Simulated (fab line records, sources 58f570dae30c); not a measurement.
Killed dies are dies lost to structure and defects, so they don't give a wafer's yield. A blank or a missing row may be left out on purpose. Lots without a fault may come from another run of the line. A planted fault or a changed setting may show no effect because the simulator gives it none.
Split-lot experiment | flow berkeley_cmos170 | 5 lots, 23 wafers read, on a route of 331 steps

THE SPLIT
At UCB170_ACTIVE_OXIDATION_02 (target thk 26.4 nm, ox time 1260 s), the setting ox_time_s was moved away from the recipe's 1260 s on 15 of the 23 wafers read, by -10.6% to +5.8%. The other wafers ran this setting at the recipe's value.

The file shows no step between the split and the reading.

THE READING
ACTIVE_OXIDE_THK, in nm, at UCB170_ACTIVE_THK_MEAS_03. Fault-free wafers of this fab line usually give 26.4 nm, standard deviation 0.56 nm.

wafer  | tool, chamber at the split | ox_time_s as run, s | against the recipe | ACTIVE_OXIDE_THK, nm | against lot-mates on the recipe
L074.1 | -, -                       | 1333                | +5.8%              | 27.5                 | no lot-mate on the recipe
L074.2 | -, -                       | 1333                | +5.8%              | 27.9                 | no lot-mate on the recipe
L074.3 | -, -                       | 1333                | +5.8%              | 27.6                 | no lot-mate on the recipe
L074.4 | -, -                       | 1333                | +5.8%              | 27.2                 | no lot-mate on the recipe
L074.6 | -, -                       | 1333                | +5.8%              | 27.4                 | no lot-mate on the recipe
L077.1 | -, -                       | 1202                | -4.6%              | 25.2                 | no lot-mate on the recipe
L077.2 | -, -                       | 1202                | -4.6%              | 25.3                 | no lot-mate on the recipe
L077.3 | -, -                       | 1202                | -4.6%              | 25.6                 | no lot-mate on the recipe
L077.5 | -, -                       | 1202                | -4.6%              | 25.6                 | no lot-mate on the recipe
L077.6 | -, -                       | 1202                | -4.6%              | 25.6                 | no lot-mate on the recipe
L078.1 | -, -                       | 1260                | recipe             | 26.3                 | -
L078.2 | -, -                       | 1260                | recipe             | 25.9                 | -
L078.3 | -, -                       | 1260                | recipe             | 26.5                 | -
L078.4 | -, -                       | 1260                | recipe             | 26.3                 | -
L078.6 | -, -                       | 1260                | recipe             | 26.0                 | -
L079.2 | furnace-01, 0              | 1260                | recipe             | 26.4                 | -
L079.3 | furnace-01, 0              | 1260                | recipe             | 26.2                 | -
L079.5 | furnace-01, 0              | 1260                | recipe             | 26.6                 | -
L080.2 | -, -                       | 1127                | -10.6%             | 24.4                 | no lot-mate on the recipe
L080.3 | -, -                       | 1127                | -10.6%             | 24.3                 | no lot-mate on the recipe
L080.4 | -, -                       | 1127                | -10.6%             | 24.2                 | no lot-mate on the recipe
L080.5 | -, -                       | 1127                | -10.6%             | 24.0                 | no lot-mate on the recipe
L080.6 | -, -                       | 1127                | -10.6%             | 24.0                 | no lot-mate on the recipe

THE FIT
A straight line over all 23 wafers: ACTIVE_OXIDE_THK changes by +0.202 nm for each +1% of ox_time_s; r = +0.98; the points scatter about the line by 0.22 nm.
Too few moved wafers have a lot-mate on the recipe to fit a line with each lot's own level taken away.

THE WHOLE CHAIN: every reading that the file lists as answering this split, in the file's order
step                       | what it does                       | reading                                                                             | change (the file's fit)               | r (the file's)
UCB170_ACTIVE_OXIDATION_02 | target thk 26.4 nm, ox time 1260 s | SiO2_of_ACTIVE_OXIDATION_02.thk_nm (the simulator's own value, which no gauge read) | +0.202 nm for each +1% of the setting | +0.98
UCB170_ACTIVE_THK_MEAS_03  |                                    | ACTIVE_OXIDE_THK                                                                    | +0.202 for each +1% of the setting    | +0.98

THE FILE'S OWN FIT
ACTIVE_OXIDE_THK changes by +0.202 nm for each +1% of ox_time_s, r = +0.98.
